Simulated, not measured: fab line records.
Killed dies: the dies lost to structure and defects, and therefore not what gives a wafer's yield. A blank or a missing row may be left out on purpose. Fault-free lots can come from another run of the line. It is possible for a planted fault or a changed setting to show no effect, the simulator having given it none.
A lot that was struck, set against a sound lot | flow rit_cmos | 20 steps out of a route of 202
Sound: these wafers, L932.1, L932.2, L932.6. Wafers struck: L943.1, L943.3, L943.4. The cause is named last.
Per side, at each step with rows, come the tool, then ch with its chambers, and then its first start. Under that, the readings that differ: sound wafers | struck wafers | difference of the means | sigmas: that difference in standard deviations of wafers without a fault.
alike: same words and numbers on both sides, and readings whose means sit less than 2 such deviations apart. not compared: any withheld reading, any reading some wafer has no value for, any bound like >300 that may hide the same value, and any number with overlapping values for which the record gives no deviation.
Wherever a step has rows on one side only, a row that says differs or no value, or a row with sigmas, the two part there. Numbers that have no deviation but don't overlap get no sigmas and don't part them. A reading missing from all wafers of one side parts the sides only when that side holds two or more wafers.

first, 2 steps without rows for these wafers: RIT_NWELL_HARDBAKE_07 (time 120 s); RIT_NWELL_IMPLANT_08.
RIT_NWELL_STRIP_09: strips in O2, time 180 s.
  sound on plasma_asher-01 ch 0,1, day 2 06:53; struck on plasma_asher-01 ch 0,1, day 4 15:11
  alike: drypump_motor_current_A
  not compared: rf_hours_counter_h
RIT_NWELL_TW_MEAS_10:
  struck on film_metro-02, day 4 15:22; sound on film_metro-02, day 2 07:04
  alike: NWELL_TW
then, 6 steps without rows for these wafers: RIT_PWELL_HMDS_00 (prime time 60 s); RIT_PWELL_COAT_01 (resist thk 1300 nm); RIT_PWELL_SOFTBAKE_02 (time 60 s); RIT_PWELL_EXPOSE_03 (exposes mask M3, target cd 43700 nm); RIT_PWELL_PEB_04; RIT_PWELL_DEVELOP_05 (develop time 68 s).
RIT_PWELL_OVL_MEAS_06:
  struck on overlay-02, day 4 16:18; sound on overlay-01, day 2 08:07
  alike: PWELL_OVL
then, 1 step without rows for these wafers: RIT_PWELL_HARDBAKE_07 (time 120 s).
RIT_PWELL_IMPLANT_08:
  sound on implanter-04 ch 0, day 2 08:25; struck on implanter-04 ch 0, day 4 16:35
  reading            | sound                     | struck                        | difference | sigmas
  dose_ions_cm2      | 7e+13 7.009e+13 7.015e+13 | 4.907e+13 4.914e+13 4.904e+13 | -2.100e+13 | -99 or more
  faraday_current_uA | 223 227 224               | 157 154 158                   | -68        | -17
  alike: beam_energy_keV, tilt_deg
RIT_PWELL_STRIP_09: strips in O2, time 180 s.
  sound on plasma_asher-02 ch 0,1, day 2 08:34; struck on plasma_asher-02 ch 0,1, day 4 16:44
  alike: drypump_motor_current_A
  not compared: rf_hours_counter_h
RIT_PWELL_TW_MEAS_10:
  struck on film_metro-02, day 4 16:55; sound on film_metro-04, day 2 08:44
  reading  | sound       | struck      | difference | sigmas
  PWELL_TW | 946 942 947 | 858 856 857 | -88        | -13
then, 1 step without rows for these wafers: RIT_WELLDRIVE_ANNEAL_00 (time 14700 s).
RIT_WELLDRIVE_RS_MEAS_01: a four-point-probe measurement.
  struck on film_metro-02, day 4 22:07; sound on film_metro-02, day 2 13:53
  alike: NWELL_RS
RIT_WELLDRIVE_RS_MEAS_02: a four-point-probe measurement.
  struck on film_metro-02, day 4 22:14; sound on film_metro-02, day 2 14:00
  reading           | sound             | struck            | difference | sigmas
  PWELL_RS (ohm/sq) | 431.4 431.7 430.4 | 541.2 538.5 539.6 | +108.6     | +99
then, 1 step without rows for these wafers: RIT_NRETRO_HMDS_00 (prime time 60 s).
RIT_M1_PROBE_99:
  struck on prober-01, day 6 03:35; sound on prober-01, day 3 20:55
  reading                             | sound             | struck            | difference | sigmas
  killed_open                         | 1 2 1             | 4 10 3            | +4         | +2
  model.etest.nmos_0p3.r_on_ohm_um    | 2140 2121 2210    | 1946 1997 1985    | -181       |
  model.etest.pwell_pinched.rs_ohm_sq | 451.9 458.7 457.3 | 578 588.6 581.1   | +127       |
  model.etest.pwell.rs_ohm_sq         | 411.8 417.3 417.3 | 520.2 522.3 521.3 | +105.8     |
  model.etest.nmos_0p15.r_on_ohm_um   | 1127 1120 1152    | 1058 1108 1072    | -54        |
  model.etest.nmos_turned.drive_ua_um | 307.1 303.2 306.8 | 388.3 381.4 376.8 | +76.5      |
  model.etest.nmos_0p15.drive_ua_um   | 454 461.2 457.4   | 520.5 509.6 516.6 | +58.0      |
  model.etest.nmos_narrow.drive_ua_um | 228.5 229.5 223.2 | 267.8 265.2 263.7 | +38.5      |
  model.etest.nmos_0p3.drive_ua_um    | 223.9 230.8 219.2 | 267 263.8 262     | +40        |
  alike: killed_at_contacts, killed_at_front_end, killed_dies, killed_short

## WHERE THEY PART
Earliest at RIT_PWELL_IMPLANT_08; latest, in this record, at RIT_M1_PROBE_99.

WHY: the cause the simulator had injected
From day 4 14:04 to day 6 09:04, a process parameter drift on implanter-04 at RIT_PWELL_IMPLANT_08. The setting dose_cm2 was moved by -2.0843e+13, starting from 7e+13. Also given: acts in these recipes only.
